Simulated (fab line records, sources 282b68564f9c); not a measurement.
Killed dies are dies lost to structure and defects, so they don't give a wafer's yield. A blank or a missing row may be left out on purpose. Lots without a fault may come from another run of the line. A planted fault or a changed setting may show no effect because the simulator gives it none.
Tool commonality check | flow rit_cmos | 15 lots, 45 wafers sampled

WHY IT WAS OPENED
At RIT_NRETRO_TW_MEAS_10 the reading NRETRO_TW is flagged on 3 of 15 lots. Wafers without a fault read 1052, standard deviation 6.7.
Rule: a lot is flagged when every wafer of it that has a number lies more than 4 standard deviations from that mean, or none has a number. The other lots count as sound.

lot  | measured    | on            | NRETRO_TW, wafer by wafer | flag
L862 | day 2 07:02 | film_metro-01 | 1060 1056 1058            |
L864 | day 2 15:26 | film_metro-03 | 1046 1043 1043            |
L865 | day 2 20:44 | film_metro-02 | 1042 1044 1043            |
L866 | day 3 01:57 | film_metro-01 | 1061 1059 1066            |
L868 | day 3 12:29 | film_metro-03 | 1059 1058 1056            |
L869 | day 3 17:17 | film_metro-02 | 1061 1054 1054            |
L871 | day 4 03:06 | film_metro-01 | 1055 1058 1061            |
L872 | day 4 08:01 | film_metro-03 | 1054 1052 1049            |
L873 | day 4 14:26 | film_metro-01 | 1058 1057 1062            |
L874 | day 4 19:30 | film_metro-03 | 1056 1054 1055            |
L876 | day 5 05:30 | film_metro-03 | 1173 1176 1170            | FLAGGED
L878 | day 5 15:14 | film_metro-03 | 1051 1051 1045            |
L879 | day 5 20:22 | film_metro-01 | 1186 1181 1186            | FLAGGED
L883 | day 6 15:27 | film_metro-03 | 1048 1047 1053            |
L885 | day 7 01:59 | film_metro-01 | 1179 1183 1183            | FLAGGED
The numbers of the flagged lots are 1180 on average: +128 against the usual, or +19 standard deviations.

WHICH TOOL RAN EACH LOT
The record holds 1 process step before the reading, out of a route of 202 steps. In each cell: the tool, then ch and the chambers that the sampled wafers went through, then the start.
lot  | flag    | RIT_NRETRO_IMPLANT_08
L862 |         | implanter-03 ch 0, day 2 06:44
L864 |         | implanter-03 ch 0, day 2 15:09
L865 |         | implanter-04 ch 0, day 2 20:25
L866 |         | implanter-01 ch 0, day 3 01:38
L868 |         | implanter-04 ch 0, day 3 12:11
L869 |         | implanter-04 ch 0, day 3 16:57
L871 |         | implanter-04 ch 0, day 4 02:47
L872 |         | implanter-03 ch 0, day 4 07:43
L873 |         | implanter-01 ch 0, day 4 14:07
L874 |         | implanter-04 ch 0, day 4 19:10
L876 | FLAGGED | implanter-04 ch 0, day 5 05:12
L878 |         | implanter-01 ch 0, day 5 14:53
L879 | FLAGGED | implanter-04 ch 0, day 5 20:04
L883 |         | implanter-03 ch 0, day 6 15:08
L885 | FLAGGED | implanter-04 ch 0, day 7 01:41
What these steps do:
- RIT_NRETRO_IMPLANT_08
- RIT_NRETRO_TW_MEAS_10

FLAGGED OVER TOTAL, TOOL BY TOOL (the gauges that took the reading come last)
step                  | tool          | lots run | flagged | share of the flagged lots | sound lots run after its first flagged lot
RIT_NRETRO_IMPLANT_08 | implanter-01  | 3        | 0       | none                      | -
RIT_NRETRO_IMPLANT_08 | implanter-03  | 4        | 0       | none                      | -
RIT_NRETRO_IMPLANT_08 | implanter-04  | 8        | 3       | all                       | 0
RIT_NRETRO_TW_MEAS_10 | film_metro-01 | 6        | 2       | some                      | 0
RIT_NRETRO_TW_MEAS_10 | film_metro-02 | 2        | 0       | none                      | -
RIT_NRETRO_TW_MEAS_10 | film_metro-03 | 7        | 1       | some                      | 2 (L878,L883)

WHAT THE TABLE ALLOWS
1 row of the table ran every flagged lot: implanter-04 at RIT_NRETRO_IMPLANT_08.
- implanter-04 at RIT_NRETRO_IMPLANT_08: 3 of its 8 lots flagged. Its last sound lot is L874 (day 4 19:10), its first flagged lot L876 (day 5 05:12): a fault that began between those two fits. Its own readings lie more than 4 standard deviations out on every wafer of the flagged lots: beam_on_s, faraday_current_uA.
One tool is left: implanter-04 at RIT_NRETRO_IMPLANT_08.

WHAT THE SIMULATOR HAD PUT IN
Process parameter drift: implanter-04, from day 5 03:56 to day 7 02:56, at RIT_NRETRO_IMPLANT_08. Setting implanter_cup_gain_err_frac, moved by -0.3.
Lots struck among those shown: L876, L879, L885. The rule above found the same.
